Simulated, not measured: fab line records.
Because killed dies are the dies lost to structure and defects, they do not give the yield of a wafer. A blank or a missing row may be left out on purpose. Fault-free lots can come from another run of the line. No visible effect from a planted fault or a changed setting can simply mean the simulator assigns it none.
One fault seen from 2 desks | flow berkeley-cmos170 | each desk holds nothing but its own numbers, with what lay behind them at the end

DESK OF THE TOOL OWNER: furnace-02
The tool's own readings at UCB170_GATE_OXIDATION_01 (target thk 6.6 nm, ox time 1800 s): means of the sampled wafers that have a number, for each lot that ran on this tool. A lot is out of limits, marked OUT, if its mean lies more than 4 standard deviations from the usual mean; the brackets give that distance.
Columns: A = ox-temp-c at UCB170_GATE_OXIDATION_01, usual 849.9 C
lot  | first seen here | A
L594 | day 7 05:06     | 849.6
L595 | day 7 05:06     | 849.8
L601 | day 8 09:36     | 849.9
L602 | day 8 09:36     | 849.7
L603 | day 8 09:36     | 849.9
L606 | day 9 09:43     | 850.5
L608 | day 9 18:23     | 850.3
L609 | day 9 18:23     | 849.8
This desk's finding: nothing out of limits on any of the 8 lots.

METROLOGY DESK
Means of the sampled wafers that have a number, per lot and without regard to the tool the lot ran on: this is what the gauges read. A lot is out of limits, marked OUT, if its mean lies more than 4 standard deviations from the usual mean; the brackets give that distance.
Columns: A = GATE_OXIDE_THK at UCB170_GATE_THK_MEAS_02, usual 6.63 nm
lot  | first seen here | A
L594 | day 7 06:36     | 6.67
L595 | day 7 06:36     | 6.76
L597 | day 7 22:06     | 6.65
L598 | day 7 22:07     | 6.59
L600 | day 7 22:08     | 6.60
L601 | day 8 11:07     | 6.77
L602 | day 8 11:07     | 6.70
L603 | day 8 11:07     | 6.55
L604 | day 9 00:58     | 6.52
L606 | day 9 11:13     | 6.61
L608 | day 9 19:53     | 8.94 (+21) OUT
L609 | day 9 19:53     | 8.63 (+18) OUT
L616 | day 11 23:11    | 6.59
L617 | day 11 23:16    | 6.58
This desk's result: L608, L609 out of limits, first on L608 (GATE_OXIDE_THK at UCB170_GATE_THK_MEAS_02), day 9 19:53. In limits: L594, L595, L597, L598, L600, L601, L602, L603, L604, L606, L616, L617.

TAKEN TOGETHER
An alarm was possible from the metrology desk at day 9 19:53, on L608, L609.
Nothing out of limits was seen by the tool owner's desk.
On record at the tool owner's desk: L608, L609, within its limits.
On furnace-02, each named lot ran UCB170_GATE_OXIDATION_01.

WHAT THE SIMULATOR HAD INSERTED
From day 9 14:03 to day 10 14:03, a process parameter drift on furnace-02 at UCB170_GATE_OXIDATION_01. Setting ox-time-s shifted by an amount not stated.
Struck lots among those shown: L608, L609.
Hours from the fault's start to each desk's first reading out of limits: the metrology desk, 6.
